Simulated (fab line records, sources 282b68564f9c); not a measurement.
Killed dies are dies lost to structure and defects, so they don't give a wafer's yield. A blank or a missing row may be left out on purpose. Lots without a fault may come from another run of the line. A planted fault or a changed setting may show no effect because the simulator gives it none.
fab line records | flow rit_cmos
record lots=14 wafers=42 last_day=7
route steps=202 shown NSD@133 M1@202
lots that met no fault: from a run of the same line without faults
start_h: hours from the record's first day to the start of the lot's first wafer shown | wait_h: hours since the lot's step before | " the same as in the row above | L1.1+2: a row that stands for several wafers | - no value, or no start given | * or withheld: withheld | < > ~ a bound
route shown NAME@n: a module of which the file shows steps, and the number in the route of the first | usual: mean/standard deviation of fault-free wafers | same: alike in all rows | chamber/n: place in a boat | sites: the reading at each site | _std_site: their standard deviation | _edge_site: outer sites' mean less inner sites' | radius_mm: how far each site lies from the wafer's centre | mask NAME#n: copy n | behind: the tool/chamber that last shaped the wafer | hold: why the lot was held/for how many hours/how that ended | device: the transistor (n, p or np) that didn't switch | end of line: the same wafers' tests at the end of the route | a step without rows: its recipe alone | killed: dies lost to structure and defects at the first sort, not the wafer's yield | map: a wafer's dies, x killed, . not, _ none there
set.NAME: the setting as run; set.NAME@STEP: as run at that earlier step | model.NAME: the simulator's own value behind a step, which no gauge read
steps of the route over a sample of lots; a table a step, a row a wafer
## steps
# step RIT_NSD_SOFTBAKE_02
# recipe resist=NOVOLAK temp_c=90 time_s=60
# usual run_length_s=89.34/0.2
# columns lot.wafer tool chamber start_h wait_h run_length_s
L407.1 litho_track-03 0 57.35 0.1 89.35
L407.4 " 0 " " 89.31
L407.5 " 0 " " 89.43
L408.1 litho_track-04 0 59.03 0.1 89.56
L408.3 " 0 " " 89.42
L408.6 " 0 " " 89.41
L410.2 litho_track-03 0 71.24 0.1 89.52
L410.5 " 0 " " 89.25
L410.6 " 0 " " 89.27
L412.1 litho_track-02 0 75.29 0.1 88.94
L412.3 " 0 " " 89.21
L412.4 " 0 " " 89.41
L413.2 litho_track-03 0 87.73 0.1 89.28
L413.3 " 0 " " 89.34
L413.6 " 0 " " 89.25
L414.3 litho_track-02 0 90.21 0.1 89.23
L414.5 " 0 " " 89.02
L414.6 " 0 " " 89.24
L415.1 litho_track-02 0 91.53 0.1 99.75
L415.2 " 0 " " 99.82
L415.3 " 0 " " 99.60
L417.2 litho_track-02 0 102.63 0.1 99.96
L417.3 " 0 " " 99.71
L417.4 " 0 " " 99.65
L421.1 litho_track-04 0 132.70 0.1 89.46
L421.5 " 0 " " 89.46
L421.6 " 0 " " 89.53
L425.2 litho_track-03 0 144.79 0.1 89.30
L425.5 " 0 " " 89.46
L425.6 " 0 " " 89.44
L426.1 litho_track-03 0 147.46 0.1 89.46
L426.3 " 0 " " 89.33
L426.5 " 0 " " 89.38
L427.1 litho_track-03 0 152.60 0.1 89.28
L427.5 " 0 " " 89.32
L427.6 " 0 " " 89.57
L429.1 litho_track-03 0 159.91 0.1 89.42
L429.2 " 0 " " 89.40
L429.4 " 0 " " 89.50
L430.4 litho_track-03 0 164.94 0.1 89.34
L430.5 " 0 " " 89.35
L430.6 " 0 " " 89.27
# step RIT_M1_PROBE_99
# usual killed_at_M0_to_M3=0.0/0.2 killed_at_contacts=0.0/0.2 killed_at_front_end=6.8/2.9 killed_dies=6.8/2.9 killed_open=3.3/1.9 killed_short=3.5/2
# same gross_dies=264 killed_at_M4_up=0 killed_at_back_side=0 killed_at_other=0
# columns lot.wafer tool chamber start_h wait_h killed_at_M0_to_M3 killed_at_contacts killed_at_front_end killed_dies killed_open killed_short
L410.2 prober-02 - 85.04 0.1 0 0 7 7 2 5
L410.5 prober-02 - 85.19 0.2 0 0 5 5 2 3
L410.6 prober-02 - 85.24 0.2 0 0 11 11 6 5
L414.3 prober-02 - 103.20 0.2 0 0 7 7 2 5
L414.5 prober-02 - 103.30 0.2 0 0 4 4 2 2
L414.6 prober-02 - 103.35 0.2 0 0 5 5 2 3
# killed by level:class
L410.2 SPACER:geometric_particle:short=2 FOX1:geometric_particle:open=1 FOX2:geometric_particle:short=1 REOX:geometric_particle:short=1 SPACER:geometric_particle:open=1 SILICIDE:geometric_particle:short=1
L410.5 FOX2:geometric_particle:short=1 REOX:geometric_particle:open=1 REOX:geometric_particle:short=1 SPACER:geometric_particle:short=1 SILICIDE:geometric_particle:open=1
L410.6 SPACER:geometric_particle:open=5 GATE:geometric_particle:short=2 FOX1:geometric_particle:short=1 REOX:geometric_particle:open=1 REOX:geometric_particle:short=1 SPACER:geometric_particle:short=1
L414.3 GATE:geometric_particle:short=2 GATE:geometric_particle:open=1 REOX:geometric_particle:short=1 SPACER:geometric_particle:short=1 SILICIDE:geometric_particle:short=1 SILICIDE:geometric_particle:open=1
L414.5 GATE:geometric_particle:open=2 GATE:geometric_particle:short=1 REOX:geometric_particle:short=1
L414.6 GATE:geometric_particle:open=2 FOX2:geometric_particle:short=1 GATE:geometric_particle:short=1 REOX:geometric_particle:short=1
## key
first_sign step=RIT_NSD_SOFTBAKE_02 reading=run_length_s direction=up sigmas=53 usual=* struck=*
effect none on later readings
met_at RIT_NSD_SOFTBAKE_02
struck_lots L415,L417
tester_left_out L415,L417
onset_between 90.21 91.53
fault kind=process_parameter_drift tool=litho_track-02 chamber=- onset_h=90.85 steps=RIT_NSD_SOFTBAKE_02 channel=time_s offset=* shape=step end_h=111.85 acts_in=* stated=*
# tester_left_out: of these lots the tester's yield and bins aren't shown, on N5 and GAA mostly nor the transistor test; their killed dies are dies lost to structure and defects alone, not to doping, threshold or leakage, so they don't give the yield
